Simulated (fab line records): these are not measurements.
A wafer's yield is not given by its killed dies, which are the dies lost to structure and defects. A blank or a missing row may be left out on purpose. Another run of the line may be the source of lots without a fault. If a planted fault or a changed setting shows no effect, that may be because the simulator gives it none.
Matching of chambers || flow berkeleyCmos170 || 4 sister chambers for UCB170_M2_ETCH_17 on rieDiel-03
The step etches BARC in N2/H2. 14 wafers are shown with their chamber, then 7 later ones without.

EACH WAFER AND ITS CHAMBER
{"wafer": "L518.1", "chamber": 0, "throttleValvePct (%)": 13.03, "drypumpMotorCurrentA (A)": 6.4, "oesProductAu (a.u.)": 0.982}
{"wafer": "L518.3", "chamber": 3, "throttleValvePct (%)": 13.32, "drypumpMotorCurrentA (A)": 5.7, "oesProductAu (a.u.)": 0.982}
{"wafer": "L518.6", "chamber": 3, "throttleValvePct (%)": 13.31, "drypumpMotorCurrentA (A)": 5.7, "oesProductAu (a.u.)": 0.981}
{"wafer": "L520.2", "chamber": 0, "throttleValvePct (%)": 13.02, "drypumpMotorCurrentA (A)": 6.4, "oesProductAu (a.u.)": 0.973}
{"wafer": "L520.4", "chamber": 1, "throttleValvePct (%)": 13.47, "drypumpMotorCurrentA (A)": 6.3, "oesProductAu (a.u.)": 0.962}
{"wafer": "L520.5", "chamber": 3, "throttleValvePct (%)": 13.33, "drypumpMotorCurrentA (A)": 5.7, "oesProductAu (a.u.)": 0.996}
{"wafer": "L524.1", "chamber": 2, "throttleValvePct (%)": 13.22, "drypumpMotorCurrentA (A)": 5.7, "oesProductAu (a.u.)": 0.982}
{"wafer": "L524.4", "chamber": 1, "throttleValvePct (%)": 13.47, "drypumpMotorCurrentA (A)": 6.4, "oesProductAu (a.u.)": 0.974}
{"wafer": "L524.6", "chamber": 0, "throttleValvePct (%)": 13.02, "drypumpMotorCurrentA (A)": 6.4, "oesProductAu (a.u.)": 0.980}
{"wafer": "L527.1", "chamber": 0, "throttleValvePct (%)": 13.01, "drypumpMotorCurrentA (A)": 6.4, "oesProductAu (a.u.)": 0.977}
{"wafer": "L527.3", "chamber": 3, "throttleValvePct (%)": 13.32, "drypumpMotorCurrentA (A)": 5.7, "oesProductAu (a.u.)": 1.005}
{"wafer": "L527.6", "chamber": 1, "throttleValvePct (%)": 13.49, "drypumpMotorCurrentA (A)": 6.3, "oesProductAu (a.u.)": 0.968}
{"wafer": "L526.2", "chamber": 3, "throttleValvePct (%)": 13.33, "drypumpMotorCurrentA (A)": 5.7, "oesProductAu (a.u.)": 1.002}
{"wafer": "L526.4", "chamber": 1, "throttleValvePct (%)": 13.49, "drypumpMotorCurrentA (A)": 6.4, "oesProductAu (a.u.)": 0.974}

SIGNATURES (means of the wafers above)
{"reading": "throttleValvePct", "chamber 0": 13.0200, "chamber 1": 13.4800, "chamber 2": 13.2200, "chamber 3": 13.3220, "scatter within a chamber": 0.00938}
{"reading": "drypumpMotorCurrentA", "chamber 0": 6.400, "chamber 1": 6.350, "chamber 2": 5.700, "chamber 3": 5.700, "scatter within a chamber": 0.0316}
{"reading": "oesProductAu", "chamber 0": 0.97800, "chamber 1": 0.96950, "chamber 2": 0.98200, "chamber 3": 0.99320, "scatter within a chamber": 0.00802}
Rule: for a wafer and a chamber, the distance is found by dividing, reading by reading, the gap between the wafer's reading and the chamber's mean by the reading's scatter, squaring, summing and taking the root. The wafer belongs to the nearest chamber; if the next one is less than 2 further off, it can't be placed. The scatter: the root of (the sum of the squares of (reading less its chamber's mean) over the shown wafers, divided by (wafers less chambers)).

WAFERS WITH NO CHAMBER GIVEN
{"wafer": "L526.5", "throttleValvePct (%)": 13.02, "drypumpMotorCurrentA (A)": 6.4, "oesProductAu (a.u.)": 0.982}
{"wafer": "L538.1", "throttleValvePct (%)": 13.03, "drypumpMotorCurrentA (A)": 6.5, "oesProductAu (a.u.)": 0.993}
{"wafer": "L538.4", "throttleValvePct (%)": 13.34, "drypumpMotorCurrentA (A)": 5.7, "oesProductAu (a.u.)": 1.005}
{"wafer": "L538.5", "throttleValvePct (%)": 13.02, "drypumpMotorCurrentA (A)": 6.4, "oesProductAu (a.u.)": 0.968}
{"wafer": "L539.2", "throttleValvePct (%)": 13.47, "drypumpMotorCurrentA (A)": 6.3, "oesProductAu (a.u.)": 0.965}
{"wafer": "L539.3", "throttleValvePct (%)": 13.01, "drypumpMotorCurrentA (A)": 6.4, "oesProductAu (a.u.)": 0.975}
{"wafer": "L539.4", "throttleValvePct (%)": 13.32, "drypumpMotorCurrentA (A)": 5.7, "oesProductAu (a.u.)": 0.988}

CHAMBER TAKEN BY EACH
{"wafer": "L526.5", "from the rows above": 0, "in truth": 0}
{"wafer": "L538.1", "from the rows above": 0, "in truth": 0}
{"wafer": "L538.4", "from the rows above": 3, "in truth": 3}
{"wafer": "L538.5", "from the rows above": 0, "in truth": 0}
{"wafer": "L539.2", "from the rows above": 1, "in truth": 1}
{"wafer": "L539.3", "from the rows above": 0, "in truth": 0}
{"wafer": "L539.4", "from the rows above": 3, "in truth": 3}
Correct placement for 7 of the 7. Not placeable from these rows: 0. Number placed wrongly: 0.
